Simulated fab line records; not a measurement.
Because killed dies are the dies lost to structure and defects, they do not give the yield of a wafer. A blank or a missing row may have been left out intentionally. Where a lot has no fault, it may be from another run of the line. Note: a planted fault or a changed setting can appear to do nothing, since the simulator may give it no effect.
Lot-split experiment :: flow berkeley-cmos170 :: 23 wafers read from 5 lots, route of 331 steps

## ON THE SPLIT
At UCB170_NSD_EXPOSE_03 (exposes mask NSELECT MOD, target cd 1200 nm), the setting dose-mj was moved away from the recipe's 30 on 5 of the 23 wafers read, by +5.9% to +6.2%. The other wafers ran this setting at the recipe's value.

## FROM THE SPLIT TO THE READING: what the file shows between them, 2 steps
- UCB170_NSD_PEB_04
- UCB170_NSD_DEVELOP_05: develop time 45 s

## THE READING
At UCB170_NSD_CD_MEAS_06: cd-nm in nanometres, against a target cd of 1200 nm. A value of 1199.9 nm with a standard deviation of 0.98 nm is what fault-free wafers of this fab line usually give.

wafer: L075.1
tool, chamber at the split: krf-scanner-02, 0
dose-mj as run: 30
against the recipe: recipe
cd-nm, nm: 1199.3
against lot-mates on the recipe: -

wafer: L075.2
tool, chamber at the split: krf-scanner-02, 0
dose-mj as run: 30
against the recipe: recipe
cd-nm, nm: 1199.3
against lot-mates on the recipe: -

wafer: L075.4
tool, chamber at the split: krf-scanner-02, 0
dose-mj as run: 30
against the recipe: recipe
cd-nm, nm: 1200.0
against lot-mates on the recipe: -

wafer: L075.5
tool, chamber at the split: krf-scanner-02, 0
dose-mj as run: 30
against the recipe: recipe
cd-nm, nm: 1200.7
against lot-mates on the recipe: -

wafer: L075.6
tool, chamber at the split: krf-scanner-02, 0
dose-mj as run: 30
against the recipe: recipe
cd-nm, nm: 1199.5
against lot-mates on the recipe: -

wafer: L077.1
tool, chamber at the split: krf-scanner-02, 0
dose-mj as run: 30
against the recipe: recipe
cd-nm, nm: 1199.8
against lot-mates on the recipe: -

wafer: L077.2
tool, chamber at the split: krf-scanner-02, 0
dose-mj as run: 31.85
against the recipe: +6.2%
cd-nm, nm: 1210.7
against lot-mates on the recipe: +11.7

wafer: L077.3
tool, chamber at the split: krf-scanner-02, 0
dose-mj as run: 31.85
against the recipe: +6.2%
cd-nm, nm: 1210.9
against lot-mates on the recipe: +11.9

wafer: L077.4
tool, chamber at the split: krf-scanner-02, 0
dose-mj as run: 31.85
against the recipe: +6.2%
cd-nm, nm: 1212.0
against lot-mates on the recipe: +13.0

wafer: L077.6
tool, chamber at the split: krf-scanner-02, 0
dose-mj as run: 30
against the recipe: recipe
cd-nm, nm: 1198.2
against lot-mates on the recipe: -

wafer: L080.1
tool, chamber at the split: krf-scanner-01, 0
dose-mj as run: 30
against the recipe: recipe
cd-nm, nm: 1198.8
against lot-mates on the recipe: -

wafer: L080.2
tool, chamber at the split: krf-scanner-01, 0
dose-mj as run: 30
against the recipe: recipe
cd-nm, nm: 1198.3
against lot-mates on the recipe: -

wafer: L080.4
tool, chamber at the split: krf-scanner-01, 0
dose-mj as run: 30
against the recipe: recipe
cd-nm, nm: 1199.1
against lot-mates on the recipe: -

wafer: L080.5
tool, chamber at the split: krf-scanner-01, 0
dose-mj as run: 30
against the recipe: recipe
cd-nm, nm: 1199.8
against lot-mates on the recipe: -

wafer: L080.6
tool, chamber at the split: krf-scanner-01, 0
dose-mj as run: 30
against the recipe: recipe
cd-nm, nm: 1200.1
against lot-mates on the recipe: -

wafer: L085.1
tool, chamber at the split: krf-scanner-02, 0
dose-mj as run: 30
against the recipe: recipe
cd-nm, nm: 1198.4
against lot-mates on the recipe: -

wafer: L085.2
tool, chamber at the split: krf-scanner-02, 0
dose-mj as run: 30
against the recipe: recipe
cd-nm, nm: 1199.2
against lot-mates on the recipe: -

wafer: L085.3
tool, chamber at the split: krf-scanner-02, 0
dose-mj as run: 30
against the recipe: recipe
cd-nm, nm: 1198.1
against lot-mates on the recipe: -

wafer: L083.2
tool, chamber at the split: krf-scanner-01, 0
dose-mj as run: 30
against the recipe: recipe
cd-nm, nm: 1200.6
against lot-mates on the recipe: -

wafer: L083.3
tool, chamber at the split: krf-scanner-01, 0
dose-mj as run: 31.76
against the recipe: +5.9%
cd-nm, nm: 1210.3
against lot-mates on the recipe: +9.3

wafer: L083.4
tool, chamber at the split: krf-scanner-01, 0
dose-mj as run: 31.76
against the recipe: +5.9%
cd-nm, nm: 1211.3
against lot-mates on the recipe: +10.3

wafer: L083.5
tool, chamber at the split: krf-scanner-01, 0
dose-mj as run: 30
against the recipe: recipe
cd-nm, nm: 1201.0
against lot-mates on the recipe: -

wafer: L083.6
tool, chamber at the split: krf-scanner-01, 0
dose-mj as run: 30
against the recipe: recipe
cd-nm, nm: 1201.4
against lot-mates on the recipe: -

FIT RESULTS
A straight line over all 23 wafers: cd-nm changes by +1.9 nm for each +1% of dose-mj; r = +0.98; the points scatter about the line by 0.92 nm.
The same after taking each lot's own level away (the mean of its wafers on the recipe; 23 wafers): +1.86 nm for each +1%; r = +0.99; scatter 0.74 nm.
Per that fit: largest dose-mj move, reading shift of 11 nm.
Measured against the standard deviation above, the lots' own levels, which go from 1198.57 to 1201.00 nm, span 2.5 times it.
Hence the lot-to-lot level has little effect on the slope; both slopes agree.
Check: +11.4 nm against its lot-mates is what the line predicts for one of the wafers moved furthest among these (+6.2%) when that wafer is left out of the fit. Against them it came out at +11.7 nm.

## THE OTHER SPLITS THESE WAFERS WENT THROUGH
These wafers also went through other splits before the reading. Each is held against what the fit with the lots' levels taken away leaves over:
other split on the same wafers: UCB170_PLDD_IMPLANT_08 tilt-deg
wafers away from the commonest value: 5
r with cd-nm (lot level and that fit taken away): +0.13

other split on the same wafers: UCB170_NLDD_IMPLANT_09 dose-cm2
wafers away from the commonest value: 5
r with cd-nm (lot level and that fit taken away): +0.41

other split on the same wafers: UCB170_PSD_EXPOSE_03 dose-mj
wafers away from the commonest value: 8
r with cd-nm (lot level and that fit taken away): +0.30

## FILE'S OWN FIT
cd-nm changes by +1.83 nm for each +1% of dose-mj, r = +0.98.
